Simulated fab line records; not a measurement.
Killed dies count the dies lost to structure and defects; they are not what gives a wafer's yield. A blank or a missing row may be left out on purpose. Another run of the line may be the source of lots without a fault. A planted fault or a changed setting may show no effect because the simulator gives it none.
fab line records + flow ritCmos
record:
- lots: 14
- wafers: 42
- lastDay: 7
route steps=202 shown NRETRO@63 NSD@139 M1@202
lots untouched by any fault: they come from a run of this same line in which no faults occurred
startH: hours from the record's first day to the start of the lot's first wafer shown + waitH: hours since the lot's step before + " the same as in the row above + L1.1+2: a row that stands for several wafers + - no value present, or no start provided + * or withheld: withheld + < > ~ a bound
route shown NAME@n: NAME is a module with steps in the file, n the number in the route of the first one + usual: the fault-free wafers' mean and standard deviation + same: alike in all rows + chamber/n: place in a boat + sites: the reading at each site + _std_site: their standard deviation + _edge_site: the outer-site mean with the inner-site mean subtracted + radiusMm: for every site, how far away it sits from the centre of the wafer + mask NAME#n: copy n + behind: the tool/chamber that last shaped the wafer + hold: reason for holding the lot/hours on hold/outcome of the hold + device: the n, p or np transistor that did not switch + end of line: the route-end tests of the same wafers + where a step has no rows: the recipe by itself + killed: count of dies lost to structure and defects at first sort (not the wafer's yield) + map: a wafer's dies, x killed, . not, _ none there
set.NAME: setting as actually run; set.NAME@STEP: the setting as run at that earlier step + model.NAME: the simulator's own value behind a step, which no gauge read
steps of the route over a sample of lots; a table a step, a row a wafer
services: when a tool's chamber went out of use (startH, in hours from the record's first day, below 0 if earlier), for how many hours, and the reason
== steps ==
step: RIT_NRETRO_TW_MEAS_10
usual:
- NRETRO_TW: 1048/9.5
| lot.wafer | tool         | chamber | startH | waitH | NRETRO_TW |
|-----------|--------------|---------|--------|-------|-----------|
| L287.3    | filmMetro-03 | -       | 30.45  | 0.1   | 1053      |
| L287.4    | "            | -       | "      | "     | 1050      |
| L287.5    | "            | -       | "      | "     | 1051      |
| L288.1    | filmMetro-01 | -       | 34.47  | 0.1   | 1061      |
| L288.3    | "            | -       | "      | "     | 1056      |
| L288.4    | "            | -       | "      | "     | 1061      |
| L289.3    | filmMetro-02 | -       | 39.76  | 0.1   | 1042      |
| L289.5    | "            | -       | "      | "     | 1035      |
| L289.6    | "            | -       | "      | "     | 1043      |
| L291.1    | filmMetro-03 | -       | 51.71  | 0.1   | 1037      |
| L291.2    | "            | -       | "      | "     | 1038      |
| L291.6    | "            | -       | "      | "     | 1043      |
| L292.1    | filmMetro-02 | -       | 56.32  | 0.1   | 1046      |
| L292.3    | "            | -       | "      | "     | 1042      |
| L292.6    | "            | -       | "      | "     | 1049      |
| L294.1    | filmMetro-02 | -       | 68.48  | 0.1   | 1039      |
| L294.5    | "            | -       | "      | "     | 1034      |
| L294.6    | "            | -       | "      | "     | 1041      |
| L295.3    | filmMetro-03 | -       | 71.63  | 0.1   | 1046      |
| L295.4    | "            | -       | "      | "     | 1042      |
| L295.6    | "            | -       | "      | "     | 1033      |
| L299.2    | filmMetro-02 | -       | 89.74  | 0.1   | 1041      |
| L299.3    | "            | -       | "      | "     | 1041      |
| L299.6    | "            | -       | "      | "     | 1041      |
| L301.3    | filmMetro-03 | -       | 99.94  | 0.1   | 1046      |
| L301.4    | "            | -       | "      | "     | 1034      |
| L301.5    | "            | -       | "      | "     | 1046      |
| L302.1    | filmMetro-01 | -       | 106.65 | 0.1   | 1058      |
| L302.2    | "            | -       | "      | "     | 1056      |
| L302.3    | "            | -       | "      | "     | 1061      |
| L303.2    | filmMetro-01 | -       | 112.07 | 0.1   | 1059      |
| L303.3    | "            | -       | "      | "     | 1057      |
| L303.4    | "            | -       | "      | "     | 1060      |
| L306.1    | filmMetro-01 | -       | 124.72 | 0.1   | 1062      |
| L306.2    | "            | -       | "      | "     | 1060      |
| L306.4    | "            | -       | "      | "     | 1054      |
| L307.1    | filmMetro-01 | -       | 130.22 | 0.1   | 1059      |
| L307.3    | "            | -       | "      | "     | 1056      |
| L307.5    | "            | -       | "      | "     | 1060      |
| L308.4    | filmMetro-02 | -       | 135.31 | 0.1   | 1044      |
| L308.5    | "            | -       | "      | "     | 1047      |
| L308.6    | "            | -       | "      | "     | 1051      |
step: RIT_NSD_IMPLANT_08
recipe:
- species: P
- energyKev: 25
- doseCm2: 1e+15
- tiltDeg: 7
usual:
- beamEnergyKeV: 25.001/0.0071
same:
- implantIonAmu: 31
| lot.wafer | tool         | chamber | startH | waitH | beamEnergyKeV |
|-----------|--------------|---------|--------|-------|---------------|
| L287.3    | implanter-02 | 0       | 47.98  | 0.1   | 24.990        |
| L287.4    | "            | 0       | "      | "     | 25.015        |
| L287.5    | "            | 0       | "      | "     | 24.997        |
| L288.1    | implanter-01 | 0       | 53.34  | 0.1   | 25.001        |
| L288.3    | "            | 0       | "      | "     | 25.004        |
| L288.4    | "            | 0       | "      | "     | 25.007        |
| L289.3    | implanter-02 | 0       | 61.49  | 0.1   | 24.988        |
| L289.5    | "            | 0       | "      | "     | 25.010        |
| L289.6    | "            | 0       | "      | "     | 24.999        |
| L291.1    | implanter-01 | 0       | 68.04  | 0.1   | 24.996        |
| L291.2    | "            | 0       | "      | "     | 24.993        |
| L291.6    | "            | 0       | "      | "     | 25.001        |
| L292.1    | implanter-01 | 0       | 73.24  | 0.1   | 25.003        |
| L292.3    | "            | 0       | "      | "     | 25.001        |
| L292.6    | "            | 0       | "      | "     | 25.003        |
| L294.1    | implanter-04 | 0       | 87.59  | 0.1   | 25.013        |
| L294.5    | "            | 0       | "      | "     | 24.993        |
| L294.6    | "            | 0       | "      | "     | 25.008        |
| L295.3    | implanter-04 | 0       | 88.10  | 0.1   | 25.004        |
| L295.4    | "            | 0       | "      | "     | 24.996        |
| L295.6    | "            | 0       | "      | "     | 25.004        |
| L299.2    | implanter-02 | 0       | 106.73 | 0.1   | 24.997        |
| L299.3    | "            | 0       | "      | "     | 24.987        |
| L299.6    | "            | 0       | "      | "     | 24.997        |
| L301.3    | implanter-04 | 0       | 116.47 | 0.1   | 32.502        |
| L301.4    | "            | 0       | "      | "     | 32.498        |
| L301.5    | "            | 0       | "      | "     | 32.497        |
| L302.1    | implanter-02 | 0       | 124.23 | 0.1   | 24.997        |
| L302.2    | "            | 0       | "      | "     | 25.002        |
| L302.3    | "            | 0       | "      | "     | 25.009        |
| L303.2    | implanter-04 | 0       | 131.44 | 0.1   | 32.507        |
| L303.3    | "            | 0       | "      | "     | 32.504        |
| L303.4    | "            | 0       | "      | "     | 32.513        |
| L306.1    | implanter-02 | 0       | 143.29 | 0.1   | 25.008        |
| L306.2    | "            | 0       | "      | "     | 24.992        |
| L306.4    | "            | 0       | "      | "     | 24.996        |
| L307.1    | implanter-02 | 0       | 149.59 | 0.1   | 25.003        |
| L307.3    | "            | 0       | "      | "     | 25.016        |
| L307.5    | "            | 0       | "      | "     | 25.000        |
| L308.4    | implanter-02 | 0       | 152.22 | 0.1   | 25.004        |
| L308.5    | "            | 0       | "      | "     | 25.006        |
| L308.6    | "            | 0       | "      | "     | 25.012        |
step: RIT_NSD_TW_MEAS_10
usual:
- NSD_TW: 3117/29
| lot.wafer | tool         | chamber | startH | waitH | hold                    | NSD_TW |
|-----------|--------------|---------|--------|-------|-------------------------|--------|
| L287.3    | filmMetro-02 | -       | 48.27  | 0.1   | -                       | 3104   |
| L287.4    | "            | -       | "      | "     | -                       | 3087   |
| L287.5    | "            | -       | "      | "     | -                       | 3095   |
| L288.1    | filmMetro-03 | -       | 53.67  | 0.1   | -                       | 3085   |
| L288.3    | "            | -       | "      | "     | -                       | 3100   |
| L288.4    | "            | -       | "      | "     | -                       | 3089   |
| L289.3    | filmMetro-01 | -       | 61.79  | 0.1   | -                       | 3127   |
| L289.5    | "            | -       | "      | "     | -                       | 3130   |
| L289.6    | "            | -       | "      | "     | -                       | 3131   |
| L291.1    | filmMetro-01 | -       | 68.36  | 0.1   | -                       | 3125   |
| L291.2    | "            | -       | "      | "     | -                       | 3154   |
| L291.6    | "            | -       | "      | "     | -                       | 3138   |
| L292.1    | filmMetro-02 | -       | 73.59  | 0.1   | -                       | 3098   |
| L292.3    | "            | -       | "      | "     | -                       | 3093   |
| L292.6    | "            | -       | "      | "     | -                       | 3096   |
| L294.1    | filmMetro-03 | -       | 87.91  | 0.1   | -                       | 3104   |
| L294.5    | "            | -       | "      | "     | -                       | 3091   |
| L294.6    | "            | -       | "      | "     | -                       | 3091   |
| L295.3    | filmMetro-01 | -       | 88.40  | 0.1   | -                       | 3149   |
| L295.4    | "            | -       | "      | "     | -                       | 3169   |
| L295.6    | "            | -       | "      | "     | -                       | 3139   |
| L299.2    | filmMetro-03 | -       | 107.04 | 0.1   | -                       | 3092   |
| L299.3    | "            | -       | "      | "     | -                       | 3086   |
| L299.6    | "            | -       | "      | "     | -                       | 3085   |
| L301.3    | filmMetro-03 | -       | 116.76 | 0.1   | awaitDispo/0.2h/release | 3313   |
| L301.4    | "            | -       | "      | "     | awaitDispo/0.2h/release | 3303   |
| L301.5    | "            | -       | "      | "     | awaitDispo/0.2h/release | 3309   |
| L301.3    | filmMetro-03 | -       | 116.99 | 0.2   | -                       | 3315   |
| L301.4    | "            | -       | "      | "     | -                       | 3288   |
| L301.5    | "            | -       | "      | "     | -                       | 3331   |
| L302.1    | filmMetro-03 | -       | 124.55 | 0.1   | -                       | 3109   |
| L302.2    | "            | -       | "      | "     | -                       | 3114   |
| L302.3    | "            | -       | "      | "     | -                       | 3105   |
| L303.2    | filmMetro-01 | -       | 131.75 | 0.1   | awaitDispo/0.2h/release | 3379   |
| L303.3    | "            | -       | "      | "     | awaitDispo/0.2h/release | 3390   |
| L303.4    | "            | -       | "      | "     | awaitDispo/0.2h/release | 3378   |
| L303.2    | filmMetro-01 | -       | 131.97 | 0.2   | -                       | 3364   |
| L303.3    | "            | -       | "      | "     | -                       | 3371   |
| L303.4    | "            | -       | "      | "     | -                       | 3380   |
| L306.1    | filmMetro-02 | -       | 143.62 | 0.1   | -                       | 3099   |
| L306.2    | "            | -       | "      | "     | -                       | 3121   |
| L306.4    | "            | -       | "      | "     | -                       | 3112   |
| L307.1    | filmMetro-01 | -       | 149.91 | 0.1   | -                       | 3138   |
| L307.3    | "            | -       | "      | "     | -                       | 3145   |
| L307.5    | "            | -       | "      | "     | -                       | 3142   |
| L308.4    | filmMetro-01 | -       | 152.50 | 0.1   | -                       | 3153   |
| L308.5    | "            | -       | "      | "     | -                       | 3152   |
| L308.6    | "            | -       | "      | "     | -                       | 3153   |
step: RIT_SDANNEAL_RS_MEAS_05
recipe:
- thkMeasGauge: four-point-probe
usual:
- NSD_RS: 84.52/0.24
| lot.wafer | tool         | chamber | startH | waitH | hold                    | NSD_RS[ohm/sq] |
|-----------|--------------|---------|--------|-------|-------------------------|----------------|
| L287.3    | filmMetro-03 | -       | 50.44  | 0.1   | -                       | 84.37          |
| L287.4    | "            | -       | "      | "     | -                       | 84.32          |
| L287.5    | "            | -       | "      | "     | -                       | 84.46          |
| L288.1    | filmMetro-01 | -       | 56.07  | 0.1   | -                       | 84.23          |
| L288.3    | "            | -       | "      | "     | -                       | 84.59          |
| L288.4    | "            | -       | "      | "     | -                       | 84.40          |
| L289.3    | filmMetro-01 | -       | 63.83  | 0.1   | -                       | 84.72          |
| L289.5    | "            | -       | "      | "     | -                       | 84.66          |
| L289.6    | "            | -       | "      | "     | -                       | 84.88          |
| L291.1    | filmMetro-03 | -       | 70.39  | 0.1   | -                       | 84.45          |
| L291.2    | "            | -       | "      | "     | -                       | 84.47          |
| L291.6    | "            | -       | "      | "     | -                       | 84.25          |
| L292.1    | filmMetro-02 | -       | 75.65  | 0.1   | -                       | 84.66          |
| L292.3    | "            | -       | "      | "     | -                       | 84.78          |
| L292.6    | "            | -       | "      | "     | -                       | 85.16          |
| L294.1    | filmMetro-03 | -       | 89.95  | 0.1   | -                       | 84.79          |
| L294.5    | "            | -       | "      | "     | -                       | 84.82          |
| L294.6    | "            | -       | "      | "     | -                       | 84.85          |
| L295.3    | filmMetro-02 | -       | 90.46  | 0.1   | -                       | 84.46          |
| L295.4    | "            | -       | "      | "     | -                       | 84.68          |
| L295.6    | "            | -       | "      | "     | -                       | 84.56          |
| L299.2    | filmMetro-03 | -       | 109.39 | 0.1   | -                       | 84.72          |
| L299.3    | "            | -       | "      | "     | -                       | 84.66          |
| L299.6    | "            | -       | "      | "     | -                       | 84.97          |
| L301.3    | filmMetro-01 | -       | 122.40 | 0.1   | awaitDispo/0.2h/release | 81.70          |
| L301.4    | "            | -       | "      | "     | awaitDispo/0.2h/release | 81.69          |
| L301.5    | "            | -       | "      | "     | awaitDispo/0.2h/release | 81.58          |
| L301.3    | filmMetro-01 | -       | 122.69 | 0.3   | -                       | 81.79          |
| L301.4    | "            | -       | "      | "     | -                       | 81.78          |
| L301.5    | "            | -       | "      | "     | -                       | 81.69          |
| L302.1    | filmMetro-01 | -       | 126.58 | 0.1   | -                       | 84.59          |
| L302.2    | "            | -       | "      | "     | -                       | 84.47          |
| L302.3    | "            | -       | "      | "     | -                       | 84.46          |
| L303.2    | filmMetro-01 | -       | 142.98 | 0.1   | awaitDispo/0.2h/release | 81.50          |
| L303.3    | "            | -       | "      | "     | awaitDispo/0.2h/release | 81.35          |
| L303.4    | "            | -       | "      | "     | awaitDispo/0.2h/release | 81.39          |
| L303.2    | filmMetro-01 | -       | 143.26 | 0.3   | -                       | 81.34          |
| L303.3    | "            | -       | "      | "     | -                       | 81.42          |
| L303.4    | "            | -       | "      | "     | -                       | 81.30          |
| L306.1    | filmMetro-03 | -       | 145.77 | 0.1   | -                       | 84.56          |
| L306.2    | "            | -       | "      | "     | -                       | 84.60          |
| L306.4    | "            | -       | "      | "     | -                       | 84.59          |
| L307.1    | filmMetro-03 | -       | 152.17 | 0.1   | -                       | 84.58          |
| L307.3    | "            | -       | "      | "     | -                       | 84.56          |
| L307.5    | "            | -       | "      | "     | -                       | 84.94          |
| L308.4    | filmMetro-02 | -       | 154.69 | 0.1   | -                       | 84.13          |
| L308.5    | "            | -       | "      | "     | -                       | 84.19          |
| L308.6    | "            | -       | "      | "     | -                       | 84.12          |
step: RIT_M1_PROBE_99
usual:
- killedAtContacts: 0.1/0.28
- killedAtFrontEnd: 6.5/3
- killedDies: 7/3
- killedOpen: 3.2/2
- killedShort: 3.2/1.9
same:
- grossDies: 264
- killed_at_M0_to_M3: 0
- killed_at_M4_up: 0
- killedAtBackSide: 0
- killedAtOther: 0
| lot.wafer | tool      | chamber | startH | waitH | killedAtContacts | killedAtFrontEnd | killedDies | killedOpen | killedShort |
|-----------|-----------|---------|--------|-------|------------------|------------------|------------|------------|-------------|
| L291.1    | prober-01 | -       | 77.66  | 0.1   | 0                | 5                | 5          | 4          | 1           |
| L291.2    | prober-01 | -       | 77.71  | 0.1   | 0                | 10               | 10         | 7          | 3           |
| L291.6    | prober-01 | -       | 77.91  | 0.2   | 1                | 10               | 11         | 4          | 7           |
| L292.1    | prober-02 | -       | 82.91  | 0.1   | 0                | 7                | 7          | 3          | 4           |
| L292.3    | prober-02 | -       | 83.01  | 0.2   | 0                | 5                | 5          | 2          | 3           |
| L292.6    | prober-02 | -       | 83.16  | 0.2   | 0                | 3                | 3          | 2          | 1           |
| L294.1    | prober-02 | -       | 97.59  | 0.1   | 0                | 8                | 8          | 4          | 4           |
| L294.5    | prober-02 | -       | 97.79  | 0.2   | 0                | 6                | 6          | 5          | 1           |
| L294.6    | prober-02 | -       | 97.84  | 0.2   | 0                | 10               | 10         | 1          | 9           |
| L295.3    | prober-01 | -       | 98.77  | 0.2   | 0                | 2                | 2          | 1          | 1           |
| L295.4    | prober-01 | -       | 98.82  | 0.2   | 0                | 2                | 2          | 0          | 2           |
| L295.6    | prober-01 | -       | 98.92  | 0.2   | 0                | 3                | 3          | 3          | 0           |
| L299.2    | prober-01 | -       | 116.73 | 0.1   | 0                | 5                | 5          | 3          | 2           |
| L299.3    | prober-01 | -       | 116.78 | 0.2   | 0                | 3                | 3          | 1          | 2           |
| L299.6    | prober-01 | -       | 116.93 | 0.2   | 0                | 7                | 7          | 3          | 4           |
| L301.3    | prober-01 | -       | 132.87 | 0.2   | 0                | 5                | 5          | 3          | 2           |
| L301.4    | prober-01 | -       | 132.92 | 0.2   | 0                | 11               | 11         | 3          | 8           |
| L301.5    | prober-01 | -       | 132.97 | 0.2   | 1                | 6                | 7          | 3          | 4           |
| L303.2    | prober-01 | -       | 154.79 | 0.1   | 0                | 7                | 7          | 4          | 3           |
| L303.3    | prober-01 | -       | 154.84 | 0.2   | 0                | 11               | 11         | 6          | 5           |
| L303.4    | prober-01 | -       | 154.89 | 0.2   | 0                | 7                | 7          | 3          | 4           |
killed by level:class
L291.1 SILICIDE:geometricParticle:open=2 FOX1:geometricParticle:open=1 GATE:geometricParticle:open=1 GATE:geometricParticle:short=1
L291.2 GATE:geometricParticle:open=3 FOX1:geometricParticle:open=2 GATE:geometricParticle:short=2 REOX:geometricParticle:open=1 REOX:geometricParticle:short=1 SILICIDE:geometricParticle:open=1
L291.6 GATE:geometricParticle:short=5 GATE:geometricParticle:open=2 FOX2:geometricParticle:open=1 REOX:geometricParticle:short=1 REOX:geometricParticle:open=1 CONTACT:geometricParticle:short=1
L292.1 GATE:geometricParticle:short=2 FOX1:geometricParticle:open=1 REOX:geometricParticle:short=1 REOX:geometricParticle:open=1 SPACER:geometricParticle:open=1 SPACER:geometricParticle:short=1
L292.3 GATE:geometricParticle:short=2 FOX2:geometricParticle:open=1 GATE:geometricParticle:open=1 SILICIDE:geometricParticle:short=1
L292.6 GATE:geometricParticle:open=1 GATE:geometricParticle:short=1 SILICIDE:geometricParticle:open=1
L294.1 REOX:geometricParticle:open=2 SILICIDE:geometricParticle:short=2 FOX1:geometricParticle:open=1 FOX1:geometricParticle:short=1 GATE:geometricParticle:open=1 GATE:geometricParticle:short=1
L294.5 REOX:geometricParticle:open=3 FOX1:geometricParticle:open=2 FOX1:geometricParticle:short=1
L294.6 GATE:geometricParticle:short=4 SILICIDE:geometricParticle:short=2 FOX2:geometricParticle:open=1 FOX2:geometricParticle:short=1 REOX:geometricParticle:short=1 SPACER:geometricParticle:short=1
L295.3 GATE:geometricParticle:open=1 SILICIDE:geometricParticle:short=1
L295.4 REOX:geometricParticle:short=1 SILICIDE:geometricParticle:short=1
L295.6 FOX1:geometricParticle:open=1 FOX2:geometricParticle:open=1 SPACER:geometricParticle:open=1
L299.2 GATE:geometricParticle:open=2 GATE:geometricParticle:short=2 SPACER:geometricParticle:open=1
L299.3 GATE:geometricParticle:short=1 GATE:geometricParticle:open=1 SILICIDE:geometricParticle:short=1
L299.6 GATE:geometricParticle:open=2 SPACER:geometricParticle:short=2 GATE:geometricParticle:short=1 SPACER:geometricParticle:open=1 SILICIDE:geometricParticle:short=1
L301.3 FOX2:geometricParticle:open=1 GATE:geometricParticle:open=1 GATE:geometricParticle:short=1 REOX:geometricParticle:short=1 SPACER:geometricParticle:open=1
L301.4 REOX:geometricParticle:short=4 GATE:geometricParticle:short=2 FOX1:geometricParticle:short=1 FOX1:geometricParticle:open=1 GATE:geometricParticle:open=1 REOX:geometricParticle:open=1 SPACER:geometricParticle:short=1
L301.5 FOX2:geometricParticle:open=1 GATE:geometricParticle:short=1 REOX:geometricParticle:open=1 SPACER:geometricParticle:short=1 SILICIDE:geometricParticle:open=1 SILICIDE:geometricParticle:short=1 CONTACT:geometricParticle:short=1
L303.2 FOX1:geometricParticle:open=3 GATE:geometricParticle:short=2 FOX1:geometricParticle:short=1 REOX:geometricParticle:open=1
L303.3 SILICIDE:geometricParticle:open=3 REOX:geometricParticle:short=2 REOX:geometricParticle:open=2 FOX1:geometricParticle:short=1 SPACER:geometricParticle:open=1 SPACER:geometricParticle:short=1 SILICIDE:geometricParticle:short=1
L303.4 GATE:geometricParticle:short=3 GATE:geometricParticle:open=2 REOX:geometricParticle:open=1 SILICIDE:geometricParticle:short=1
== services ==
| tool         | chamber | startH | hours | kind   |
|--------------|---------|--------|-------|--------|
| implanter-02 | -       | 25.15  | 0.7   | repair |
| implanter-04 | -       | 27.00  | 2.8   | repair |
| implanter-04 | -       | 37.16  | 0.6   | repair |
| implanter-02 | -       | 41.72  | 3.7   | repair |
| implanter-04 | -       | 47.88  | 2.1   | pm     |
| implanter-01 | -       | 104.28 | 4.5   | repair |
| implanter-04 | -       | 106.25 | 1.9   | repair |
| implanter-01 | -       | 115.99 | 44.0  | pm     |
== key ==
firstSign:
- step: RIT_NSD_IMPLANT_08
- reading: beamEnergyKeV
- direction: up
- sigmas: 99+
- usual: 25.001
- struck: 32.504
effect:
- step: RIT_NSD_TW_MEAS_10
- reading: visit
- direction: added
effect:
- step: RIT_NSD_TW_MEAS_10
- reading: NSD_TW
- direction: up
- sigmas: 8
- usual: 3117
- struck: 3346
effect:
- step: RIT_SDANNEAL_RS_MEAS_05
- reading: visit
- direction: added
effect:
- step: RIT_SDANNEAL_RS_MEAS_05
- reading: NSD_RS
- direction: down
- sigmas: 12
- usual: 84.52
- struck: 81.53
metAt RIT_NSD_IMPLANT_08
struckLots L301,L303
testerLeftOut L301,L303
notActingAt RIT_NRETRO_TW_MEAS_10
onsetBetween 88.10 116.47
fault:
- kind: processParameterDrift
- tool: implanter-04
- chamber: -
- onsetH: 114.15
- steps: RIT_NSD_IMPLANT_08
- channel: energyKev
- offset: 7.5
- shape: step
- endH: 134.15
- actsIn: theseRecipesOnly
- stated: 25
testerLeftOut: of these lots the tester's yield and bins aren't shown, on N5 and GAA mostly nor the transistor test; their killed dies are dies lost to structure and defects alone, not to doping, threshold or leakage, so they don't give the yield
